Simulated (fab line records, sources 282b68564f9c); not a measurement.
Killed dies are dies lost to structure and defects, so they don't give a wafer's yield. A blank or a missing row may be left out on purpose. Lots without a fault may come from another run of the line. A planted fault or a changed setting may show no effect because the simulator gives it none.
Which tool did it? | flow rit_cmos | 14 lots, 42 wafers sampled, at 4 steps of a route of 202

WHAT THE GAUGES READ, wafer by wafer
RIT_PSD_TW_MEAS_10. Usual: PSD_TW 3416, standard deviation 14.
lot  | measured    | on            | PSD_TW         | flag
L544 | day 3 07:40 | film_metro-02 | 3409 3443 3409 |
L545 | day 3 10:31 | film_metro-04 | 3429 3416 3443 |
L546 | day 3 13:31 | film_metro-02 | 3413 3419 3418 |
L547 | day 3 21:24 | film_metro-02 | 3436 3429 3450 |
L548 | day 3 23:49 | film_metro-03 | 3402 3403 3396 |
L549 | day 4 06:17 | film_metro-02 | 3403 3422 3400 |
L550 | day 4 09:46 | film_metro-03 | 3438 3433 3431 |
L551 | day 4 14:49 | film_metro-03 | 3060 3051 3080 | OFF
L553 | day 5 04:58 | film_metro-03 | 3070 3065 3063 | OFF
L555 | day 5 16:23 | film_metro-03 | 3056 3058 3071 | OFF
L561 | day 6 20:22 | film_metro-04 | 3411 3413 3425 |
L562 | day 7 00:18 | film_metro-03 | 3384 3376 3415 |
L564 | day 7 12:26 | film_metro-02 | 3438 3410 3432 |
L566 | day 7 19:09 | film_metro-03 | 3401 3396 3410 |

RIT_SDANNEAL_RS_MEAS_04: measures by four-point-probe. Usual: PSD_RS 115.9 ohm/sq, standard deviation 0.32.
lot  | measured    | on            | PSD_RS (ohm/sq)   | flag
L544 | day 3 08:10 | film_metro-03 | 115.9 115.7 115.3 |
L545 | day 3 11:01 | film_metro-03 | 115.7 115.7 115.8 |
L546 | day 3 14:11 | film_metro-03 | 115.9 116.2 115.9 |
L547 | day 3 21:53 | film_metro-02 | 115.9 115.8 116.1 |
L548 | day 4 00:19 | film_metro-02 | 115.8 116.0 116.1 |
L549 | day 4 06:47 | film_metro-03 | 116.3 116.0 116.3 |
L550 | day 4 10:16 | film_metro-03 | 116.0 116.0 116.4 |
L551 | day 4 15:19 | film_metro-04 | 127.7 127.8 128.0 | OFF
L553 | day 5 05:26 | film_metro-02 | 128.8 128.8 128.5 | OFF
L555 | day 5 16:53 | film_metro-02 | 128.8 128.7 128.6 | OFF
L561 | day 6 20:54 | film_metro-02 | 115.7 115.6 115.6 |
L562 | day 7 00:50 | film_metro-03 | 115.7 115.7 115.8 |
L564 | day 7 12:58 | film_metro-02 | 115.8 115.6 115.9 |
L566 | day 7 19:40 | film_metro-04 | 116.2 116.4 116.4 |

WHICH TOOL RAN EACH LOT (tool, then ch and the chambers of the sampled wafers, then the start)
lot  | RIT_ACTIVE_STRIP_14                 | RIT_PSD_IMPLANT_08
L544 | plasma_asher-04 ch 1, day 1 15:26   | implanter-01 ch 0, day 3 07:21
L545 | plasma_asher-04 ch 0,1, day 1 22:24 | implanter-01 ch 0, day 3 10:11
L546 | plasma_asher-02 ch 0,1, day 2 02:03 | implanter-03 ch 0, day 3 13:12
L547 | plasma_asher-03 ch 0,1, day 2 07:15 | implanter-01 ch 0, day 3 21:04
L548 | plasma_asher-03 ch 0,1, day 2 11:05 | implanter-01 ch 0, day 3 23:31
L549 | plasma_asher-03 ch 0,1, day 2 17:07 | implanter-01 ch 0, day 4 05:59
L550 | plasma_asher-02 ch 0,1, day 2 20:50 | implanter-01 ch 0, day 4 09:27
L551 | plasma_asher-02 ch 0,1, day 3 02:36 | implanter-01 ch 0, day 4 14:31
L553 | plasma_asher-04 ch 1, day 3 11:57   | implanter-01 ch 0, day 5 04:38
L555 | plasma_asher-04 ch 0,1, day 3 23:40 | implanter-01 ch 0, day 5 16:03
L561 | plasma_asher-02 ch 0,1, day 5 04:46 | implanter-03 ch 0, day 6 20:04
L562 | plasma_asher-03 ch 0,1, day 5 10:53 | implanter-03 ch 0, day 6 23:58
L564 | plasma_asher-04 ch 0,1, day 5 22:26 | implanter-03 ch 0, day 7 12:07
L566 | plasma_asher-02 ch 0,1, day 6 05:43 | implanter-03 ch 0, day 7 18:52
- RIT_ACTIVE_STRIP_14: strips in O2, time 180 s.
- RIT_PSD_IMPLANT_08

WHAT THE TOOLS THEMSELVES READ (means of the sampled wafers that have a number; where no wafer has one, the mark that the record gives instead)
RIT_ACTIVE_STRIP_14. Usual: drypump_motor_current_A 5.8 A, standard deviation 0.37.
lot  | tool            | drypump_motor_current_A (A) | flag
L544 | plasma_asher-04 | 6.1                         |
L545 | plasma_asher-04 | 6.2                         |
L546 | plasma_asher-02 | 5.5                         |
L547 | plasma_asher-03 | 5.6                         |
L548 | plasma_asher-03 | 5.6                         |
L549 | plasma_asher-03 | 5.6                         |
L550 | plasma_asher-02 | 5.4                         |
L551 | plasma_asher-02 | 5.5                         |
L553 | plasma_asher-04 | 6.1                         |
L555 | plasma_asher-04 | 6.4                         |
L561 | plasma_asher-02 | 5.5                         |
L562 | plasma_asher-03 | 5.6                         |
L564 | plasma_asher-04 | 6.4                         |
L566 | plasma_asher-02 | 5.5                         |

RIT_PSD_IMPLANT_08. Usual: dose_ions_cm2 4.999e+15, standard deviation 5.9e+12; faraday_current_uA 12011, standard deviation 1200.
lot  | tool         | dose_ions_cm2 | faraday_current_uA | flag
L544 | implanter-01 | 5.007e+15     | 10983              |
L545 | implanter-01 | 5.006e+15     | 10965              |
L546 | implanter-03 | 4.995e+15     | 13625              |
L547 | implanter-01 | 4.995e+15     | 11018              |
L548 | implanter-01 | 5.000e+15     | 10785              |
L549 | implanter-01 | 4.990e+15     | 10814              |
L550 | implanter-01 | 5.007e+15     | 10967              |
L551 | implanter-01 | 2.136e+15     | 6708               | OFF
L553 | implanter-01 | 2.132e+15     | 6631               | OFF
L555 | implanter-01 | 2.134e+15     | 6536               | OFF
L561 | implanter-03 | 5.003e+15     | 13282              |
L562 | implanter-03 | 5.003e+15     | 13245              |
L564 | implanter-03 | 5.006e+15     | 13372              |
L566 | implanter-03 | 5.000e+15     | 13048              |

THE ANSWER, worked out from the rows above alone
Rule: a lot is off if the mean of its wafers that have a number lies more than 3 standard deviations from the usual mean. A lot without any number at a reading at which 4 lots or more have one is off too. The other lots that the step has rows for count as sound. The gauges are gone through in route order, then the tools' own readings, and for those a lot's mean is taken as printed above. The first step at which some lot is off is used, and at that step the reading that is off furthest; a lot without a number counts as furthest.
Off: L551, L553, L555, at RIT_PSD_TW_MEAS_10 (PSD_TW).
A tool fits if, at a process step before that reading, it ran every lot that is off, and no sound lot after the first of them. The gauges at RIT_PSD_TW_MEAS_10 aren't tried: what is off there is off at RIT_SDANNEAL_RS_MEAS_04 too, on other tools, and a gauge's error can't cause that. One fits: implanter-01 at RIT_PSD_IMPLANT_08. Its last sound lot is L550 (day 4 09:27), its first lot that is off L551 (day 4 14:31): a fault that began between those two fits.
The tool's own readings at RIT_PSD_IMPLANT_08 bear it out: on the lots that are off they differ by more than 5 times the standard deviation of the sound lots' means. dose_ions_cm2 reads 2.134e+15 there against 5.001e+15 on the sound lots.

WHAT THE SIMULATOR HAD PUT IN
Process parameter drift: implanter-01, from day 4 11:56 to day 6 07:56, at RIT_PSD_IMPLANT_08. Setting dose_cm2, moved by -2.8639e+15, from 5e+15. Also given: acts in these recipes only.
Lots struck among those shown: L551, L553, L555. The rule above found the same.
